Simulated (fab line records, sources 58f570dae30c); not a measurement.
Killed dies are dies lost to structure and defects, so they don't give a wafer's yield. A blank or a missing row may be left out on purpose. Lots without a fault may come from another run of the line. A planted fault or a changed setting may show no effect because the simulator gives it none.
Tool commonality check | flow berkeley_cmos170 | 14 lots, 42 wafers sampled

WHY IT WAS OPENED
At UCB170_PSD_TW_MEAS_10 the reading PSD_TW is flagged on 2 of 14 lots. Wafers without a fault read 2330, standard deviation 17.
Rule: a lot is flagged when every wafer of it that has a number lies more than 4 standard deviations from that mean, or none has a number. The other lots count as sound.

lot  | measured     | on            | PSD_TW, wafer by wafer | flag
L907 | day 7 18:00  | film_metro-01 | 2306 2315 2304         |
L909 | day 8 07:31  | film_metro-01 | 2328 2324 2341         |
L908 | day 8 07:46  | film_metro-02 | 2309 2305 2299         |
L911 | day 9 02:46  | film_metro-01 | 2336 2327 2326         |
L910 | day 9 02:56  | film_metro-01 | 2323 2336 2333         |
L915 | day 9 03:13  | film_metro-01 | 2313 2332 2326         |
L912 | day 9 03:13  | film_metro-03 | 2351 2335 2339         |
L913 | day 9 03:35  | film_metro-02 | 2322 2332 2324         |
L917 | day 10 05:01 | film_metro-02 | 2313 2306 2297         |
L920 | day 10 16:45 | film_metro-01 | 2310 2320 2331         |
L923 | day 11 15:50 | film_metro-03 | 2484 2467 2470         | FLAGGED
L929 | day 12 04:13 | film_metro-03 | 2342 2346 2339         |
L927 | day 12 04:37 | film_metro-02 | 2454 2449 2459         | FLAGGED
L930 | day 12 13:04 | film_metro-03 | 2326 2349 2349         |
The numbers of the flagged lots are 2464 on average: +134 against the usual, or +8 standard deviations.

WHICH TOOL RAN EACH LOT
The record holds 4 process steps before the reading, out of a route of 331 steps. In each cell: the tool, then ch and the chambers that the sampled wafers went through, then the start.
lot  | flag    | UCB170_PVT_STRIP_08                  | UCB170_SPACER_CVD_00            | UCB170_PSD_IMPLANT_08           | UCB170_PSD_STRIP_09
L907 |         | plasma_asher-04 ch 0,1, day 6 14:01  | pecvd-03 ch 1,2, day 7 12:16    | implanter-02 ch 0, day 7 17:46  | plasma_asher-04 ch 0,1, day 7 17:53
L909 |         | plasma_asher-01 ch 1, day 7 05:59    | pecvd-04 ch 1,2, day 7 23:17    | implanter-02 ch 0, day 8 07:16  | plasma_asher-04 ch 0,1, day 8 07:25
L908 |         | plasma_asher-01 ch 0,1, day 7 05:26  | pecvd-02 ch 0,1,2, day 8 00:16  | implanter-04 ch 0, day 8 07:31  | plasma_asher-02 ch 0,1, day 8 07:39
L911 |         | plasma_asher-04 ch 0,1, day 7 15:04  | pecvd-03 ch 0,1,2, day 8 15:50  | implanter-03 ch 0, day 9 02:32  | plasma_asher-01 ch 1, day 9 02:39
L910 |         | plasma_asher-04 ch 0,1, day 7 15:25  | pecvd-04 ch 1,2, day 8 16:13    | implanter-02 ch 0, day 9 02:41  | plasma_asher-04 ch 0,1, day 9 02:50
L915 |         | plasma_asher-02 ch 0,1, day 7 23:15  | pecvd-04 ch 0,2, day 8 19:37    | implanter-02 ch 0, day 9 02:58  | plasma_asher-02 ch 0,1, day 9 03:07
L912 |         | plasma_asher-04 ch 0,1, day 7 23:31  | pecvd-04 ch 0,1,2, day 8 20:43  | implanter-04 ch 0, day 9 02:49  | plasma_asher-04 ch 0,1, day 9 03:07
L913 |         | plasma_asher-02 ch 0,1, day 7 23:58  | pecvd-03 ch 1,2, day 8 20:04    | implanter-02 ch 0, day 9 03:20  | plasma_asher-02 ch 0,1, day 9 03:29
L917 |         | plasma_asher-02 ch 0,1, day 9 00:35  | pecvd-04 ch 0,1,2, day 9 20:38  | implanter-02 ch 0, day 10 04:46 | plasma_asher-01 ch 0,1, day 10 04:55
L920 |         | plasma_asher-02 ch 0,1, day 9 12:37  | pecvd-03 ch 0,1, day 10 09:59   | implanter-02 ch 0, day 10 16:32 | plasma_asher-02 ch 0,1, day 10 16:40
L923 | FLAGGED | plasma_asher-01 ch 0,1, day 10 11:28 | pecvd-02 ch 0,1, day 11 06:48   | implanter-02 ch 0, day 11 15:35 | plasma_asher-04 ch 0,1, day 11 15:43
L929 |         | plasma_asher-02 ch 0,1, day 11 01:20 | pecvd-03 ch 0,1,2, day 11 20:44 | implanter-04 ch 0, day 12 03:58 | plasma_asher-01 ch 0,1, day 12 04:06
L927 | FLAGGED | plasma_asher-04 ch 0,1, day 11 01:13 | pecvd-02 ch 1,2, day 11 20:33   | implanter-02 ch 0, day 12 04:23 | plasma_asher-02 ch 0,1, day 12 04:31
L930 |         | plasma_asher-01 ch 0,1, day 11 09:26 | pecvd-03 ch 0,2, day 12 07:26   | implanter-03 ch 0, day 12 12:49 | plasma_asher-02 ch 0,1, day 12 12:58
What these steps do:
- UCB170_PVT_STRIP_08: strips in O2.
- UCB170_SPACER_CVD_00: deposits SiO2 from TEOS/O2, target thk 376 nm, time 47 s.
- UCB170_PSD_IMPLANT_08
- UCB170_PSD_STRIP_09: strips in O2.
- UCB170_PSD_TW_MEAS_10

FLAGGED OVER TOTAL, TOOL BY TOOL (the gauges that took the reading come last)
step                  | tool            | lots run | flagged | share of the flagged lots | sound lots run after its first flagged lot
UCB170_PVT_STRIP_08   | plasma_asher-01 | 4        | 1       | some                      | 1 (L930)
UCB170_PVT_STRIP_08   | plasma_asher-02 | 5        | 0       | none                      | -
UCB170_PVT_STRIP_08   | plasma_asher-04 | 5        | 1       | some                      | 0
UCB170_SPACER_CVD_00  | pecvd-02        | 3        | 2       | all                       | 0
UCB170_SPACER_CVD_00  | pecvd-03        | 6        | 0       | none                      | -
UCB170_SPACER_CVD_00  | pecvd-04        | 5        | 0       | none                      | -
UCB170_PSD_IMPLANT_08 | implanter-02    | 9        | 2       | all                       | 0
UCB170_PSD_IMPLANT_08 | implanter-03    | 2        | 0       | none                      | -
UCB170_PSD_IMPLANT_08 | implanter-04    | 3        | 0       | none                      | -
UCB170_PSD_STRIP_09   | plasma_asher-01 | 3        | 0       | none                      | -
UCB170_PSD_STRIP_09   | plasma_asher-02 | 6        | 1       | some                      | 1 (L930)
UCB170_PSD_STRIP_09   | plasma_asher-04 | 5        | 1       | some                      | 0
UCB170_PSD_TW_MEAS_10 | film_metro-01   | 6        | 0       | none                      | -
UCB170_PSD_TW_MEAS_10 | film_metro-02   | 4        | 1       | some                      | 0
UCB170_PSD_TW_MEAS_10 | film_metro-03   | 4        | 1       | some                      | 2 (L929,L930)

WHAT THE TABLE ALLOWS
2 rows of the table ran every flagged lot: pecvd-02 at UCB170_SPACER_CVD_00, implanter-02 at UCB170_PSD_IMPLANT_08.
- pecvd-02 at UCB170_SPACER_CVD_00: 2 of its 3 lots flagged. Its last sound lot is L908 (day 8 00:16), its first flagged lot L923 (day 11 06:48): a fault that began between those two fits.
- implanter-02 at UCB170_PSD_IMPLANT_08: 2 of its 9 lots flagged. Its last sound lot is L920 (day 10 16:32), its first flagged lot L923 (day 11 15:35): a fault that began between those two fits. Its own readings lie more than 4 standard deviations out on every wafer of the flagged lots: dose_ions_cm2, faraday_current_uA.
Counting lots can't tell these 2 tools apart, because each fits a fault that began at some hour. More lots, or a look at what each step does to the wafer, might.

WHAT THE SIMULATOR HAD PUT IN
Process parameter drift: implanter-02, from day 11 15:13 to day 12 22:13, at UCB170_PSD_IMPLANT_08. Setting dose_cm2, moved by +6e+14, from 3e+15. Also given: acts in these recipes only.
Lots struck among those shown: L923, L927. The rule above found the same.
